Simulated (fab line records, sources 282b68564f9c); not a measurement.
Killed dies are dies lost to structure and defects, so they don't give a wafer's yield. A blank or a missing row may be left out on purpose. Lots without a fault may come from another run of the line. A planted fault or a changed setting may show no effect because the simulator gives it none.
Split-lot experiment | flow rit_cmos | 5 lots, 23 wafers read, on a route of 202 steps

THE SPLIT
At RIT_ACTIVE_ETCH_13 (etches Si3N4 in SF6, stops on SiO2, time 210 s, target depth 210 nm), the setting rf_w was moved away from the recipe's 125 W on 8 of the 23 wafers read, by -11.0% to +8.6%. The other wafers ran this setting at the recipe's value.

The reading is taken at the split's own step.

THE READING
NOVOLAK_of_ACTIVE_COAT_06.thk_nm (the simulator's own value, which no gauge read), in nm, at RIT_ACTIVE_ETCH_13 (etches Si3N4 in SF6, stops on SiO2, time 210 s, target depth 210 nm). The file gives no usual value for it. The 15 wafers here that ran the recipe average 655.4 nm, standard deviation 5.5 nm.

wafer  | tool, chamber at the split | rf_w as run, W | against the recipe | NOVOLAK_of_ACTIVE_COAT_06.thk_nm, nm | against lot-mates on the recipe
L074.1 | rie_diel-01, 2             | 115.5          | -7.6%              | 671.3                                | +19.2
L074.2 | rie_diel-01, 1             | 125            | recipe             | 660.9                                | -
L074.3 | rie_diel-01, 3             | 125            | recipe             | 650.3                                | -
L074.4 | rie_diel-01, 0             | 125            | recipe             | 645.1                                | -
L074.5 | rie_diel-01, 2             | 115.5          | -7.6%              | 668.5                                | +16.4
L079.1 | rie_diel-02, 3             | 118.9          | -4.9%              | 667.2                                | +12.0
L079.2 | rie_diel-02, 2             | 125            | recipe             | 651.3                                | -
L079.3 | rie_diel-02, 0             | 118.9          | -4.9%              | 664.4                                | +9.2
L079.4 | rie_diel-02, 1             | 125            | recipe             | 663.2                                | -
L079.5 | rie_diel-02, 3             | 125            | recipe             | 651.1                                | -
L081.1 | rie_diel-03, 2             | 125            | recipe             | 664.8                                | -
L081.5 | rie_diel-03, 2             | 125            | recipe             | 658.7                                | -
L081.6 | rie_diel-03, 3             | 125            | recipe             | 660.6                                | -
L082.1 | rie_diel-03, 2             | 111.3          | -11.0%             | 682                                  | +28.3
L082.2 | rie_diel-03, 3             | 125            | recipe             | 652.6                                | -
L082.3 | rie_diel-03, 1             | 111.3          | -11.0%             | 679.3                                | +25.6
L082.4 | rie_diel-03, 0             | 125            | recipe             | 655.6                                | -
L082.6 | rie_diel-03, 0             | 125            | recipe             | 652.8                                | -
L085.1 | rie_diel-01, 0             | 125            | recipe             | 649.3                                | -
L085.2 | rie_diel-01, 1             | 125            | recipe             | 657                                  | -
L085.3 | rie_diel-01, 3             | 135.8          | +8.6%              | 630.2                                | -24.7
L085.5 | rie_diel-01, 1             | 125            | recipe             | 658.3                                | -
L085.6 | rie_diel-01, 0             | 135.8          | +8.6%              | 631.7                                | -23.2

THE FIT
A straight line over all 23 wafers: NOVOLAK_of_ACTIVE_COAT_06.thk_nm changes by -2.39 nm for each +1% of rf_w; r = -0.92; the points scatter about the line by 4.9 nm.
The same after taking each lot's own level away (the mean of its wafers on the recipe; 23 wafers): -2.52 nm for each +1%; r = -0.95; scatter 3.9 nm.
On that fit, the largest move of rf_w shifts the reading by 28 nm.
The lots' own levels span 652.10 to 661.37 nm, that is 1.7 times the standard deviation above.
So the lot-to-lot level changes the slope little: the two slopes agree.
Check: with one of the wafers moved furthest among these (-11.0%) left out of the fit, the line predicts +26.8 nm for it against its lot-mates. It came out at +28.3 nm against them.
Tool readings at the split's step, against how far the setting was moved: oes_product_au r = +0.42.

OTHER SPLITS ON THESE WAFERS
These wafers also went through other splits before the reading. Each is held against what the fit with the lots' levels taken away leaves over:
other split on the same wafers | wafers away from the commonest value | r with NOVOLAK_of_ACTIVE_COAT_06.thk_nm (lot level and that fit taken away)
RIT_ACTIVE_CVD_03 time_s       | 18                                   | -0.05

THE FILE'S OWN FIT
NOVOLAK_of_ACTIVE_COAT_06.thk_nm changes by -2.49 nm for each +1% of rf_w, r = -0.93.
